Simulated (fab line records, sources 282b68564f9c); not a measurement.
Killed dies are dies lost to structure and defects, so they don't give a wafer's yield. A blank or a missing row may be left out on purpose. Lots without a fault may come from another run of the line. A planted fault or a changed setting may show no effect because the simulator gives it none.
Split-lot experiment | flow rit_cmos | 5 lots, 23 wafers read, on a route of 202 steps

THE SPLIT
At RIT_NRETRO_IMPLANT_08, the setting dose_cm2 was moved away from the recipe's 1e+13 on 11 of the 23 wafers read, by -7.0% to +5.2%. The other wafers ran this setting at the recipe's value.

FROM THE SPLIT TO THE READING: what the file shows between them, 1 step
- RIT_NRETRO_STRIP_09: strips in O2, time 180 s

THE READING
NRETRO_TW, at RIT_NRETRO_TW_MEAS_10. Fault-free wafers of this fab line usually give 1053, standard deviation 6.4.

wafer  | tool, chamber at the split | dose_cm2 as run | against the recipe | NRETRO_TW | against lot-mates on the recipe
L076.1 | implanter-03, 0            | 9.707e+12       | -2.9%              | 1047      | -11
L076.2 | implanter-03, 0            | 1e+13           | recipe             | 1059      | -
L076.4 | implanter-03, 0            | 9.707e+12       | -2.9%              | 1048      | -10
L076.5 | implanter-03, 0            | 1e+13           | recipe             | 1056      | -
L076.6 | implanter-03, 0            | 1e+13           | recipe             | 1060      | -
L078.1 | implanter-04, 0            | 1e+13           | recipe             | 1057      | -
L078.3 | implanter-04, 0            | 9.304e+12       | -7.0%              | 1028      | -26
L078.4 | implanter-04, 0            | 1e+13           | recipe             | 1050      | -
L078.5 | implanter-04, 0            | 9.304e+12       | -7.0%              | 1023      | -30
L078.6 | implanter-04, 0            | 9.304e+12       | -7.0%              | 1028      | -26
L080.1 | implanter-04, 0            | 1.052e+13       | +5.2%              | 1067      | +13
L080.2 | implanter-04, 0            | 1e+13           | recipe             | 1050      | -
L080.4 | implanter-04, 0            | 1e+13           | recipe             | 1058      | -
L080.5 | implanter-04, 0            | 1.052e+13       | +5.2%              | 1070      | +16
L080.6 | implanter-04, 0            | 1.052e+13       | +5.2%              | 1074      | +20
L081.1 | implanter-04, 0            | 1e+13           | recipe             | 1066      | -
L081.3 | implanter-04, 0            | 1.034e+13       | +3.4%              | 1078      | +12
L081.4 | implanter-04, 0            | 1e+13           | recipe             | 1065      | -
L081.5 | implanter-04, 0            | 1.034e+13       | +3.4%              | 1076      | +10
L081.6 | implanter-04, 0            | 1.034e+13       | +3.4%              | 1074      | +8
L083.1 | implanter-03, 0            | 1e+13           | recipe             | 1044      | -
L083.2 | implanter-03, 0            | 1e+13           | recipe             | 1044      | -
L083.6 | implanter-03, 0            | 1e+13           | recipe             | 1040      | -

THE FIT
A straight line over all 23 wafers: NRETRO_TW changes by +3.94 for each +1% of dose_cm2; r = +0.89; the points scatter about the line by 7.3.
The same after taking each lot's own level away (the mean of its wafers on the recipe; 23 wafers): +3.56 for each +1%; r = +0.98; scatter 2.7.
On that fit, the largest move of dose_cm2 shifts the reading by 25.
The lots' own levels span 1042.7 to 1065.5, that is 3.6 times the standard deviation above.
So the lot-to-lot level changes the slope: the two fits differ.
Check: with one of the wafers moved furthest among these (-7.0%) left out of the fit, the line predicts -25.7 for it against its lot-mates. It came out at -25.5 against them.

OTHER SPLITS ON THESE WAFERS
These wafers also went through other splits before the reading. Each is held against what the fit with the lots' levels taken away leaves over:
other split on the same wafers  | wafers away from the commonest value | r with NRETRO_TW (lot level and that fit taken away)
RIT_ACTIVE_OXIDATION_01 temp_c  | 15                                   | -0.08
RIT_ACTIVE_COAT_06 spin_rpm     | 8                                    | +0.29
RIT_FOX2_OXIDATION_00 ox_time_s | 18                                   | +0.04
RIT_NRETRO_SOFTBAKE_02 temp_c   | 7                                    | +0.12

THE FILE'S OWN FIT
NRETRO_TW changes by +3.56 for each +1% of dose_cm2, r = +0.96.
